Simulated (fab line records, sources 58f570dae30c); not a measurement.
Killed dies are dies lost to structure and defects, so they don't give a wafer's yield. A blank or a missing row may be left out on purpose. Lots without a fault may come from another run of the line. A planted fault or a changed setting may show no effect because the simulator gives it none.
Tool commonality check | flow berkeley_cmos170 | 14 lots, 42 wafers sampled

WHY IT WAS OPENED
At UCB170_SDANNEAL_RS_MEAS_03 the reading NSD_RS is flagged on 2 of 14 lots. Wafers without a fault read 37.25 ohm/sq, standard deviation 0.085.
Rule: a lot is flagged when every wafer of it that has a number lies more than 4 standard deviations from that mean, or none has a number. The other lots count as sound.

lot  | measured     | on            | NSD_RS (ohm/sq), wafer by wafer | flag
L347 | day 8 14:39  | film_metro-02 | 37.27 37.19 37.19               |
L348 | day 8 14:51  | film_metro-03 | 37.16 37.37 37.28               |
L349 | day 8 15:01  | film_metro-04 | 37.16 37.34 37.29               |
L352 | day 9 09:43  | film_metro-03 | 37.24 37.23 37.24               |
L354 | day 10 01:22 | film_metro-03 | 37.35 37.28 37.19               |
L357 | day 10 10:22 | film_metro-04 | 34.39 34.25 34.39               | FLAGGED
L358 | day 11 00:28 | film_metro-04 | 34.30 34.20 34.20               | FLAGGED
L359 | day 11 00:47 | film_metro-03 | 37.28 37.38 37.31               |
L366 | day 12 08:57 | film_metro-04 | 37.15 37.23 37.24               |
L363 | day 12 09:14 | film_metro-03 | 37.29 37.27 37.30               |
L365 | day 12 09:31 | film_metro-02 | 37.21 37.15 37.23               |
L368 | day 12 09:53 | film_metro-03 | 37.38 37.45 37.40               |
L364 | day 12 09:59 | film_metro-04 | 37.35 37.34 37.27               |
L369 | day 12 11:56 | film_metro-04 | 37.24 37.24 37.27               |
The numbers of the flagged lots are 34.29 ohm/sq on average: -2.96 ohm/sq against the usual, or -35 standard deviations.

WHICH TOOL RAN EACH LOT
The record holds 4 process steps before the reading, out of a route of 331 steps. In each cell: the tool, then ch and the chambers that the sampled wafers went through, then the start.
lot  | flag    | UCB170_PWELL_ETCH_14              | UCB170_SPACER_ETCHBACK_03          | UCB170_NSD_IMPLANT_08           | UCB170_NSD_STRIP_09
L347 |         | rie_diel-02 ch 1,2,3, day 3 18:55 | rie_diel-03 ch 0,1,3, day 8 10:12  | implanter-03 ch 0, day 8 13:00  | plasma_asher-01 ch 0,1, day 8 13:09
L348 |         | rie_diel-04 ch 0,2,3, day 3 18:16 | rie_diel-02 ch 0,1,3, day 8 10:12  | implanter-04 ch 0, day 8 13:07  | plasma_asher-03 ch 1, day 8 13:16
L349 |         | rie_diel-02 ch 0,1,3, day 4 01:22 | rie_diel-01 ch 1,2,3, day 8 10:12  | implanter-01 ch 0, day 8 13:14  | plasma_asher-04 ch 0,1, day 8 13:23
L352 |         | rie_diel-02 ch 0,1,3, day 4 13:35 | rie_diel-01 ch 0,1,2, day 9 02:50  | implanter-04 ch 0, day 9 06:49  | plasma_asher-01 ch 0,1, day 9 06:58
L354 |         | rie_diel-04 ch 1,2,3, day 5 00:47 | rie_diel-03 ch 0,1,2, day 9 17:52  | implanter-04 ch 0, day 9 23:14  | plasma_asher-01 ch 0,1, day 9 23:22
L357 | FLAGGED | rie_diel-04 ch 1,2,3, day 5 13:47 | rie_diel-01 ch 0,2, day 10 02:13   | implanter-04 ch 0, day 10 08:51 | plasma_asher-03 ch 0,1, day 10 09:00
L358 | FLAGGED | rie_diel-03 ch 1,2, day 5 23:49   | rie_diel-01 ch 1,2,3, day 10 13:13 | implanter-04 ch 0, day 10 22:15 | plasma_asher-04 ch 0,1, day 10 22:22
L359 |         | rie_diel-04 ch 1,2, day 5 23:35   | rie_diel-02 ch 0,1,2, day 10 13:13 | implanter-03 ch 0, day 10 22:23 | plasma_asher-04 ch 0, day 10 22:32
L366 |         | rie_diel-03 ch 0,1,3, day 7 16:31 | rie_diel-03 ch 1,2, day 12 00:19   | implanter-03 ch 0, day 12 07:27 | plasma_asher-01 ch 0,1, day 12 07:36
L363 |         | rie_diel-02 ch 1,2, day 7 04:10   | rie_diel-02 ch 2,3, day 12 00:19   | implanter-03 ch 0, day 12 07:19 | plasma_asher-03 ch 1, day 12 07:27
L365 |         | rie_diel-02 ch 0,1,3, day 7 16:14 | rie_diel-01 ch 1,2,3, day 12 00:19 | implanter-01 ch 0, day 12 07:18 | plasma_asher-04 ch 0,1, day 12 07:27
L368 |         | rie_diel-04 ch 0,2,3, day 8 05:50 | rie_diel-03 ch 1,3, day 12 00:23   | implanter-01 ch 0, day 12 07:36 | plasma_asher-03 ch 0,1, day 12 07:43
L364 |         | rie_diel-04 ch 1,3, day 7 04:17   | rie_diel-02 ch 0,2,3, day 12 00:23 | implanter-03 ch 0, day 12 07:52 | plasma_asher-01 ch 1, day 12 08:00
L369 |         | rie_diel-02 ch 1,3, day 8 05:43   | rie_diel-02 ch 1,3, day 12 07:03   | implanter-01 ch 0, day 12 10:18 | plasma_asher-04 ch 0,1, day 12 10:26
What these steps do:
- UCB170_PWELL_ETCH_14: etches Si3N4 in CH3F/Ar/O2, stops on SiO2, target depth 242 nm, time 151 s.
- UCB170_SPACER_ETCHBACK_03: etches SiO2 in CHF3/CF4/Ar, stops on Si, target depth 376 nm, time 100 s.
- UCB170_NSD_IMPLANT_08
- UCB170_NSD_STRIP_09: strips in O2.
- UCB170_SDANNEAL_RS_MEAS_03: measures by four-point-probe.

FLAGGED OVER TOTAL, TOOL BY TOOL (the gauges that took the reading come last)
step                       | tool            | lots run | flagged | share of the flagged lots | sound lots run after its first flagged lot
UCB170_PWELL_ETCH_14       | rie_diel-02     | 6        | 0       | none                      | -
UCB170_PWELL_ETCH_14       | rie_diel-03     | 2        | 1       | some                      | 1 (L366)
UCB170_PWELL_ETCH_14       | rie_diel-04     | 6        | 1       | some                      | 3 (L359,L364,L368)
UCB170_SPACER_ETCHBACK_03  | rie_diel-01     | 5        | 2       | all                       | 1 (L365)
UCB170_SPACER_ETCHBACK_03  | rie_diel-02     | 5        | 0       | none                      | -
UCB170_SPACER_ETCHBACK_03  | rie_diel-03     | 4        | 0       | none                      | -
UCB170_NSD_IMPLANT_08      | implanter-01    | 4        | 0       | none                      | -
UCB170_NSD_IMPLANT_08      | implanter-03    | 5        | 0       | none                      | -
UCB170_NSD_IMPLANT_08      | implanter-04    | 5        | 2       | all                       | 0
UCB170_NSD_STRIP_09        | plasma_asher-01 | 5        | 0       | none                      | -
UCB170_NSD_STRIP_09        | plasma_asher-03 | 4        | 1       | some                      | 2 (L363,L368)
UCB170_NSD_STRIP_09        | plasma_asher-04 | 5        | 1       | some                      | 3 (L359,L365,L369)
UCB170_SDANNEAL_RS_MEAS_03 | film_metro-02   | 2        | 0       | none                      | -
UCB170_SDANNEAL_RS_MEAS_03 | film_metro-03   | 6        | 0       | none                      | -
UCB170_SDANNEAL_RS_MEAS_03 | film_metro-04   | 6        | 2       | all                       | 3 (L366,L364,L369)

WHAT THE TABLE ALLOWS
3 rows of the table ran every flagged lot: rie_diel-01 at UCB170_SPACER_ETCHBACK_03, implanter-04 at UCB170_NSD_IMPLANT_08, film_metro-04 at UCB170_SDANNEAL_RS_MEAS_03.
- rie_diel-01 at UCB170_SPACER_ETCHBACK_03: 2 of its 5 lots flagged. Sound lots ran on it after the first flagged one (L365), which a lasting fault on the whole tool wouldn't allow.
- implanter-04 at UCB170_NSD_IMPLANT_08: 2 of its 5 lots flagged. Its last sound lot is L354 (day 9 23:14), its first flagged lot L357 (day 10 08:51): a fault that began between those two fits. Its own readings lie more than 4 standard deviations out on every wafer of the flagged lots: dose_ions_cm2, faraday_current_uA.
- film_metro-04 at UCB170_SDANNEAL_RS_MEAS_03: 2 of its 6 lots flagged. Sound lots ran on it after the first flagged one (L366, L364, L369), which a lasting fault on the whole tool wouldn't allow.
One tool is left: implanter-04 at UCB170_NSD_IMPLANT_08.

WHAT THE SIMULATOR HAD PUT IN
Process parameter drift: implanter-04, from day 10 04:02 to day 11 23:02, at UCB170_NSD_IMPLANT_08. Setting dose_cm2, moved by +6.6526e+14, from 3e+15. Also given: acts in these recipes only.
Lots struck among those shown: L357, L358. The rule above found the same.
